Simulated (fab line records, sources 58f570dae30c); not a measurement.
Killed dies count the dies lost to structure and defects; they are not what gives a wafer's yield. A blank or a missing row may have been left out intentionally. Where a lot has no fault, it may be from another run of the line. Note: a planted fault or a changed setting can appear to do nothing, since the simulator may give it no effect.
2 desks, one fault | flow berkeley-cmos170 | numbers are kept per desk, each desk with only its own; the story behind them comes last

## TOOL OWNER'S DESK, rie-diel-04
The tool's own readings at UCB170_M3_ETCH_17 (etches BARC in N2/H2): means of the sampled wafers that have a number, for each lot that ran on this tool. Any lot whose mean is over 4 standard deviations away from the usual mean is out of limits and marked OUT; that distance is given in the brackets.
Columns: A = drypump-motor-current-A at UCB170_M3_ETCH_17, usual 5.8 A; B = oes-product-au at UCB170_M3_ETCH_17, usual 1.006 a.u.; C = throttle-valve-pct at UCB170_M3_ETCH_17, usual 13.37 %
lot  | first seen here | A   | B               | C
L999 | day 8 08:54     | 5.6 | 0.998           | 13.37
L105 | day 9 15:19     | 5.8 | 1.437 (+23) OUT | 13.27
L106 | day 9 16:23     | 5.5 | 1.441 (+23) OUT | 13.31
L116 | day 12 13:38    | 5.6 | 1.015           | 13.19
This desk's finding: out of limits on L105, L106; first on L105, day 9 15:19 (oes-product-au at UCB170_M3_ETCH_17). In limits: L999, L116.

## FROM THE METROLOGY DESK
What the gauges read for every lot (on any tool): the sampled wafers with a number, averaged. Any lot whose mean is over 4 standard deviations away from the usual mean is out of limits and marked OUT; that distance is given in the brackets.
Columns: A = SILICIDE_TI_THK at UCB170_SILICIDE_THK_MEAS_03, usual 30.12 nm; B = cd-nm at UCB170_M3_CD_MEAS_90, usual 700.5 nm
lot  | first seen here | A     | B
L997 | day 6 12:17     | 30.00 | 701.5
L995 | day 6 12:32     | 30.29 | 699.9
L999 | day 7 09:44     | 30.33 | 702.1
L998 | day 7 12:13     | 30.64 | 703.5
L102 | day 7 23:22     | 30.05 | 699.8
L105 | day 8 15:11     | 30.12 | 692.0
L106 | day 8 15:51     | 30.11 | 693.8
L103 | day 8 16:32     | 30.28 | 701.8
L112 | day 9 17:52     | 30.09 | 698.3
L108 | day 9 18:05     | 30.59 | 699.6
L114 | day 10 08:24    | 30.13 | 700.2
L113 | day 10 17:07    | 29.81 | 697.4
L117 | day 11 10:20    | 30.14 | 698.7
L116 | day 11 10:41    | 30.00 | 698.9
Finding of this desk: none of the 14 lots has anything out of limits.

## PUT TOGETHER
The tool owner's desk had the chance to raise an alarm at day 9 15:19 on L105, L106.
From the metrology desk's view, nothing was out of limits.
The metrology desk holds a record of L105, L106, inside its limits.
Of the lots named, all ran UCB170_M3_ETCH_17 on rie-diel-04.

## WHAT THE SIMULATOR PUT IN
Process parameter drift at UCB170_M3_ETCH_17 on rie-diel-04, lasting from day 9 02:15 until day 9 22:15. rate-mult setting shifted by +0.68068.
Shown lots that were struck: L105, L106.
How many hours passed from the start of the fault until each desk's first out-of-limits reading: the tool owner's desk, 13.
